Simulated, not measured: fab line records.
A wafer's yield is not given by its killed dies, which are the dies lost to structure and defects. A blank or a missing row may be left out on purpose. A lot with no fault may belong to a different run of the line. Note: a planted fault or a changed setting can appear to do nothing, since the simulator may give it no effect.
The tool behind it: which one? / flow ritCmos / 21 wafers sampled from 7 lots at 1 step of a route of 202

WHAT EACH GAUGE READ, for each wafer
RIT_PLDD_OVL_MEAS_06.
lot=L549; measured=day 3 06:16; on=overlay-02; PLDD_OVL (nm)=-4.6 -4.8 -2.3
lot=L554; measured=day 4 08:30; on=overlay-01; PLDD_OVL (nm)=1.6 -1.9 0.1
lot=L556; measured=day 4 15:13; on=overlay-01; PLDD_OVL (nm)=0.5 -0.6 -0.6
lot=L559; measured=day 5 07:05; on=overlay-01; PLDD_OVL (nm)=2.0 1.9 1.1
lot=L561; measured=day 5 18:37; on=overlay-02; PLDD_OVL (nm)=0.1 -0.9 -1.2
lot=L564; measured=day 6 10:28; on=overlay-01; PLDD_OVL (nm)=1.3 0.3 3.4
lot=L568; measured=day 7 07:56; on=overlay-02; PLDD_OVL (nm)=2.1 3.1 1.7

TOOL THAT RAN EACH LOT (tool first, then ch and the chambers of the sampled wafers, then the start)
No process step before these readings appears in the record.

THE ANSWER, worked out from the rows above alone
Rule: what is usual is taken from the lots themselves. The widest of any qualifying gaps counts: lots, ordered by their means at a reading, are off when they make up no more than a third of the lots, leave a main group of 4 or more, and stand apart from it by 3 or more times the standard deviation of that group's means. A main group is skipped when, at the precision printed for the reading in the tables above, its means are all equal. A lot without any number at a reading at which 4 lots or more have one is off too. Where the step has rows for the other lots, those lots are counted as sound.
Nothing can be told from this: no lot is off at any reading shown.

WHAT THE SIMULATOR PUT IN
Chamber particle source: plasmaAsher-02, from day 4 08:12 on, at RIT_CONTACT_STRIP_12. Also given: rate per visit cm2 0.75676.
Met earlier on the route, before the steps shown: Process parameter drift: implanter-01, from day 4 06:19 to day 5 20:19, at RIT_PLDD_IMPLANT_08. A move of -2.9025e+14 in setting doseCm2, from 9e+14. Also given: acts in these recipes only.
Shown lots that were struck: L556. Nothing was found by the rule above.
